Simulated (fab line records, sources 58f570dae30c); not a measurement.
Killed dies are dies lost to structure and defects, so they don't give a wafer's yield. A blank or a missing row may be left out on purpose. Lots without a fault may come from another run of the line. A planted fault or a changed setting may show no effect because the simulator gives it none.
One fault seen from 2 desks | flow berkeley_cmos170 | each desk has only its own numbers; what lay behind them comes last

THE METROLOGY DESK
What the gauges read, lot by lot, whatever tool the lot ran on: means of the sampled wafers that have a number. A lot is out of limits, marked OUT, if its mean lies more than 4 standard deviations from the usual mean; the brackets give that distance.
Columns: A = cd_nm at UCB170_M2_CD_MEAS_90, usual 700 nm; B = cd_nm at UCB170_V2_CD_MEAS_90, usual 699.8 nm; C = M3_AL_THK at UCB170_M3_THK_MEAS_03, usual 901 nm
lot  | first seen here | A   | B     | C
L208 | day 7 12:08     | 695 | 697.7 | 897
L207 | day 7 12:25     | 704 | 701.2 | 890
L209 | day 8 06:19     | 698 | 702.4 | 898
L210 | day 8 10:02     | 703 | 700.4 | 919
L214 | day 9 03:02     | 706 | 700.4 | 912
L216 | day 9 15:24     | 703 | 701.0 | 904
L222 | day 10 22:43    | 704 | 697.1 | 902
L224 | day 11 02:58    | 695 | 699.9 | 891
L226 | day 11 20:55    | 698 | 701.4 | 905
L227 | day 11 21:19    | 700 | 698.3 | 901
L228 | day 12 03:47    | 698 | 698.0 | 909
L230 | day 12 05:09    | 696 | 699.4 | 901
This desk's finding: nothing out of limits on any of the 12 lots.

THE TOOL OWNER'S DESK: rie_diel-01
The tool's own readings at UCB170_V2_ETCH_14 (etches SiO2 in CHF3/CF4/Ar, stops on Al, target depth 1250 nm, time 291 s): means of the sampled wafers that have a number, for each lot that ran on this tool. A lot is out of limits, marked OUT, if its mean lies more than 4 standard deviations from the usual mean; the brackets give that distance.
Columns: A = drypump_motor_current_A at UCB170_V2_ETCH_14, usual 5.7 A; B = oes_product_au at UCB170_V2_ETCH_14, usual 0.878 a.u.; C = throttle_valve_pct at UCB170_V2_ETCH_14, usual 6.96 %
lot  | first seen here | A   | B     | C
L209 | day 8 08:23     | 5.8 | 0.888 | 6.91
L210 | day 8 12:02     | 5.8 | 0.883 | 6.91
L214 | day 9 06:06     | 5.8 | 0.834 | 6.91
L216 | day 9 18:10     | 5.5 | 0.831 | 6.83
L228 | day 12 05:55    | 5.7 | 0.901 | 6.89
This desk's finding: nothing out of limits on any of the 5 lots.

PUT TOGETHER
The metrology desk saw nothing out of limits.
The tool owner's desk saw nothing out of limits.

WHAT THE SIMULATOR HAD PUT IN
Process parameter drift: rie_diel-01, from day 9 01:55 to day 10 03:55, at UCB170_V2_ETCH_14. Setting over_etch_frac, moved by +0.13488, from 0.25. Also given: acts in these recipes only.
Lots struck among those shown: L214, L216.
